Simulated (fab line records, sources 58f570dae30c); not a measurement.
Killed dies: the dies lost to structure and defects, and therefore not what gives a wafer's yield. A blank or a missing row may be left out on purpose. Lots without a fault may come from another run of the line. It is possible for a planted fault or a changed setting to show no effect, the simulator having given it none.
The same fault as seen by 2 desks || flow berkeley-cmos170 || each desk has only its own numbers; what lay behind them comes last

## THE METROLOGY DESK
What the gauges read, lot by lot, whatever tool the lot ran on: means of the sampled wafers that have a number. If a lot's mean is further than 4 standard deviations from the usual mean, the lot is out of limits and carries the mark OUT (the distance appears in the brackets).
Columns: A = NWELL_TW at UCB170_NWELL_TW_MEAS_16, usual 1238; B = V2_BOW at UCB170_V2_BOW_MEAS_03, usual 37 um
{"lot": "L531", "first seen here": "day 2 09:13", "A": 1236, "B": 37}
{"lot": "L532", "first seen here": "day 2 17:41", "A": 1239, "B": 39}
{"lot": "L533", "first seen here": "day 3 02:42", "A": 1242, "B": 38}
{"lot": "L535", "first seen here": "day 3 14:06", "A": 1244, "B": 35}
{"lot": "L537", "first seen here": "day 3 18:24", "A": 1228, "B": 35}
{"lot": "L536", "first seen here": "day 3 18:41", "A": 1247, "B": 32}
{"lot": "L538", "first seen here": "day 4 03:43", "A": 1231, "B": 36}
{"lot": "L541", "first seen here": "day 4 11:47", "A": 1232, "B": 38}
{"lot": "L543", "first seen here": "day 4 18:54", "A": 1232, "B": 31}
{"lot": "L544", "first seen here": "day 5 04:46", "A": 1236, "B": 39}
{"lot": "L549", "first seen here": "day 6 06:07", "A": 1246, "B": 39}
{"lot": "L548", "first seen here": "day 6 06:23", "A": 1246, "B": 38}
{"lot": "L550", "first seen here": "day 6 16:40", "A": 1230, "B": 26}
{"lot": "L554", "first seen here": "day 7 13:17", "A": 1241, "B": 39}
This desk found nothing out of limits on any of the 14 lots.

## DESK OF THE TOOL OWNER: litho-track-01
At UCB170_ACTIVE_SOFTBAKE_09 (time 60 s), the tool's own readings, given per lot that ran on this tool as the mean of the sampled wafers with a number. If a lot's mean is further than 4 standard deviations from the usual mean, the lot is out of limits and carries the mark OUT (the distance appears in the brackets).
Columns: A = run-length-s at UCB170_ACTIVE_SOFTBAKE_09, usual 89.28 s
{"lot": "L531", "first seen here": "day 4 13:42", "A": 89.38}
{"lot": "L533", "first seen here": "day 5 01:53", "A": 89.44}
{"lot": "L536", "first seen here": "day 6 00:07", "A": 89.41}
{"lot": "L538", "first seen here": "day 6 00:32", "A": 89.46}
{"lot": "L541", "first seen here": "day 6 17:20", "A": 89.34}
{"lot": "L543", "first seen here": "day 7 02:17", "A": "110.07 (+99 or more) OUT"}
{"lot": "L544", "first seen here": "day 7 17:06", "A": "109.97 (+99 or more) OUT"}
Finding of this desk: L543, L544 out of limits; the first was L543 at day 7 02:17, on run-length-s at UCB170_ACTIVE_SOFTBAKE_09. Within limits: L531, L533, L536, L538, L541.

## TAKEN TOGETHER
At day 7 02:17, on L543, L544, the tool owner's desk was in a position to raise an alarm.
From the metrology desk's view, nothing was out of limits.
The metrology desk holds a record of L543, L544, inside its limits.
UCB170_ACTIVE_SOFTBAKE_09 was run on litho-track-01 by each of the lots named.

## WHAT HAD BEEN PUT IN BY THE SIMULATOR
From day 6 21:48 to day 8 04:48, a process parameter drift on litho-track-01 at UCB170_ACTIVE_SOFTBAKE_09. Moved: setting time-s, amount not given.
Lots struck among those shown: L543, L544.
Each desk's first reading out of limits, in hours after the fault started: the tool owner's desk, 4.
